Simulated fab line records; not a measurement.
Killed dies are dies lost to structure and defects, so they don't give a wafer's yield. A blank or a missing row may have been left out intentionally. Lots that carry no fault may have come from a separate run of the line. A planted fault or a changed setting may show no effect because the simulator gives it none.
Which tool was responsible?	flow rit_cmos	6 lots, 18 wafers sampled, at 1 step of a route of 202

WHAT EACH GAUGE READ, for each wafer
RIT_ACTIVE_THK_MEAS_04.
lot	measured	on	ACTIVE_NITRIDE_THK (nm)
L882	day 2 00:30	film_metro-03	148.1 148.8 149.0
L885	day 2 15:17	film_metro-03	149.2 149.2 149.1
L892	day 4 05:33	film_metro-01	146.7 148.5 148.9
L895	day 4 17:36	film_metro-01	147.6 146.9 147.6
L897	day 5 04:14	film_metro-03	148.9 148.7 148.2
L899	day 5 13:18	film_metro-03	148.8 147.9 147.8

EACH LOT AND THE TOOL THAT RAN IT (in order: tool; ch and the chambers of the sampled wafers; start)
Before these readings, the record contains no process step.

THE ANSWER, worked out from the rows above alone
Rule: the usual values come from the lots themselves. The widest of any qualifying gaps counts: lots, ordered by their means at a reading, are off when they make up no more than a third of the lots, leave a main group of 4 or more, and stand apart from it by 3 or more times the standard deviation of that group's means. Not used: any main group whose means are identical at the precision the tables above print for the reading. Also off: a lot with no number at a reading for which 4 or more lots have one. The other lots that the step has rows for count as sound.
No lot is off at any reading shown: from this, nothing can be told.

WHAT THE SIMULATOR HAD INSERTED
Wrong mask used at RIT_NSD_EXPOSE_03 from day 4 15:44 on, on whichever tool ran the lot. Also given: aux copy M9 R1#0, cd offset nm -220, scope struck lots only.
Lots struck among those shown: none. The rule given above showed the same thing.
